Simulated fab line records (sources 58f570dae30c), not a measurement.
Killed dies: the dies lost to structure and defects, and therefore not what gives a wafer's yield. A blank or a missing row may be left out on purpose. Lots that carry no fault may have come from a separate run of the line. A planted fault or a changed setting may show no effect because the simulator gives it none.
The tool behind it: which one?	flow berkeley_cmos170	at 1 step of a route of 331, 7 lots with 21 wafers sampled

## WHAT THE GAUGES SHOWED, per wafer
UCB170_NSD_OVL_MEAS_07.
lot	measured	on	NSD_OVL (nm)
L391	day 7 23:27	overlay-01	-4 -4 5
L393	day 8 00:32	overlay-01	3 -1 0
L395	day 8 09:20	overlay-01	7 1 10
L396	day 8 16:47	overlay-02	-5 -6 -9
L399	day 9 09:43	overlay-01	-5 -2 -7
L401	day 9 20:46	overlay-02	-3 -4 -1
L409	day 11 08:26	overlay-02	-3 -1 -8

## EACH LOT AND THE TOOL THAT RAN IT (in order: tool; ch and the chambers of the sampled wafers; start)
There is no process step in the record ahead of these readings.

## THE ANSWER, worked out from the rows above alone
Rule: the lots themselves supply what counts as usual. The widest of any qualifying gaps counts: lots, ordered by their means at a reading, are off when they make up no more than a third of the lots, leave a main group of 4 or more, and stand apart from it by 3 or more times the standard deviation of that group's means. A main group whose means are all the same, to the digits that the tables above print for the reading, isn't used. A lot without any number at a reading at which 4 lots or more have one is off too. The other lots that the step has rows for count as sound.
No lot is off at any reading shown: from this, nothing can be told.

## WHAT HAD BEEN PUT IN BY THE SIMULATOR
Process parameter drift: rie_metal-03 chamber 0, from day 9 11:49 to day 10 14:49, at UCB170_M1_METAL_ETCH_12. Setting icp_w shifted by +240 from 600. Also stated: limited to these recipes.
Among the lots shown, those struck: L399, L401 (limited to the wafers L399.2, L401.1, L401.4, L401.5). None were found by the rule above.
